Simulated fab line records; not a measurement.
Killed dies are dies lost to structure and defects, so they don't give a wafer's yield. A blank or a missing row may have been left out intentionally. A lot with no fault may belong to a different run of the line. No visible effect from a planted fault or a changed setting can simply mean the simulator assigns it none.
Chamber matching / flow berkeley-cmos170 / 4 sister chambers for UCB170_V2_CMP_02 on cmp-02
The step polishes SiO2. 8 wafers are shown with their chamber, then 7 later ones without.

== WAFERS WITH THEIR CHAMBER ==
wafer=L692.6; chamber=3; motor-current-A (A)=18.9
wafer=L697.3; chamber=3; motor-current-A (A)=19.7
wafer=L705.1; chamber=1; motor-current-A (A)=16.2
wafer=L705.2; chamber=0; motor-current-A (A)=13.9
wafer=L704.5; chamber=2; motor-current-A (A)=16.3
wafer=L704.6; chamber=1; motor-current-A (A)=17.4
wafer=L707.1; chamber=0; motor-current-A (A)=14.5
wafer=L707.2; chamber=2; motor-current-A (A)=16.1

== WAFERS WITH NO CHAMBER GIVEN ==
wafer=L707.6; motor-current-A (A)=16.2
wafer=L709.3; motor-current-A (A)=20.1
wafer=L709.5; motor-current-A (A)=18.6
wafer=L709.6; motor-current-A (A)=14.9
wafer=L711.3; motor-current-A (A)=14.1
wafer=L711.4; motor-current-A (A)=19.2
wafer=L711.6; motor-current-A (A)=14.8

== CHAMBER TAKEN BY EACH ==
wafer=L707.6; from the rows above=can't be placed: 2 or 1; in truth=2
wafer=L709.3; from the rows above=3; in truth=3
wafer=L709.5; from the rows above=can't be placed: 3 or 1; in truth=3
wafer=L709.6; from the rows above=can't be placed: 0 or 2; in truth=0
wafer=L711.3; from the rows above=0; in truth=0
wafer=L711.4; from the rows above=3; in truth=3
wafer=L711.6; from the rows above=can't be placed: 0 or 2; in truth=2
Placed correctly: 3 of 7. Can't be placed from these rows: 4 (the true chamber is among the candidates in 4). Placed wrongly: 0.
How it was worked out, from the rows above alone: a wafer's distance from a chamber is the root of the sum, over the readings, of the square of ((its reading less the chamber's mean) divided by the reading's scatter). If the next closest chamber is less than 2 further off than the closest, the wafer can't be placed; otherwise it belongs to the closest. For every chamber, the mean is computed from those of its wafers that are shown. The scatter: take each reading less its chamber's mean, square it, sum over the shown wafers, divide by the number of wafers less the number of chambers, and take the root.
